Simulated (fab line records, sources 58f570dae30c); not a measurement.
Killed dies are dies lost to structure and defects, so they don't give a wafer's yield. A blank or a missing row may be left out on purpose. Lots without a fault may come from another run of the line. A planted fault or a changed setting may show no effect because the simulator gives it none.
Problem report in the 8D (eight disciplines) form, filled by code | flow berkeley_cmos170 | the parts of the form that need people (team, actions taken, sign-off) are left out

1. THE PROBLEM
chamber_pressure_mTorr at UCB170_M3_METAL_ETCH_18 reads a mean of 18.001 mTorr on 6 wafers of 2 lots; wafers without a fault read 11.999 mTorr with a standard deviation of 0.011. That is +99 or more standard deviations from the usual mean.
The step: etches Al in Cl2/BCl3, stops on SiO2, target depth 1170 nm, time 195 s.
First seen on wafer L787.1, day 11 15:48, on rie_metal-02. The record holds 42 wafers of 14 lots with a number at this step. Rule for "out", or "out of limits": more than 4 standard deviations from the usual mean. The other wafers with a number count as sound.

2. WHAT IT IS AND WHAT IT IS NOT
question                    | is                     | is not
which readings at this step | chamber_pressure_mTorr | bias_w, drypump_motor_current_A, he_backside_leak_sccm, oes_product_au, rf_fwd_power_W
which lots                  | L787, L791             | L773, L774, L776, L778, L779, L780, L781, L786, L788, L793, L794, L795
which wafers of those lots  | all that have a number | -
read on which tools         | rie_metal-02           | rie_metal-03, rie_metal-04
when                        | from day 11 15:48      | up to then (27 sound wafers); but 9 sound wafers of L793, L794, L795 came after

3. SUSPECTS, AND WHAT RULES EACH OUT
Counting: a tool at a process step up to the reading stays a suspect if it ran every lot that is out and no sound lot after the first of them.
- rie_metal-02 at UCB170_M3_METAL_ETCH_18 (etches Al in Cl2/BCl3, stops on SiO2, target depth 1170 nm, time 195 s): kept. It ran every lot that is out, first L787 (day 11 15:48), and no sound lot after that; its last sound lot up to then is L786 (day 11 12:34). Its own readings are out on those wafers: chamber_pressure_mTorr.
Left after counting: rie_metal-02 at UCB170_M3_METAL_ETCH_18.

4. THE CAUSE (what the simulator had put in)
Process parameter drift: rie_metal-02, from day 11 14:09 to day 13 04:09, at UCB170_M3_METAL_ETCH_18. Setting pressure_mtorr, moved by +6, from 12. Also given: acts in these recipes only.
Counting left only this tool.

5. THE CHAIN OF EFFECTS, in route order
Each row: a reading whose mean over the struck wafers that have a number lies more than 3 standard deviations from the usual. Only readings for which the record gives a usual standard deviation are gone through. hours: the time from each lot's start at the first step in this table that gives one to its start at this step, as a median over the lots. sigmas: the change in usual standard deviations.
hours | step                    | reading                | usual        | on struck wafers | change | sigmas
0     | UCB170_M3_METAL_ETCH_18 | chamber_pressure_mTorr | 11.999 mTorr | 18.001           | +6.002 | +99 or more
0     | UCB170_M3_STRIP_19      | oes_product_au         | 0.542 a.u.   | 0.494            | -0.048 | -7.4
The process steps in it:
- UCB170_M3_METAL_ETCH_18: etches Al in Cl2/BCl3, stops on SiO2, target depth 1170 nm, time 195 s.
- UCB170_M3_STRIP_19: strips in O2.

6. WHAT WOULD HAVE CAUGHT IT SOONER
In this record the first reading out of limits was taken at day 11 15:48, 2 hours after the fault began at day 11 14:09.
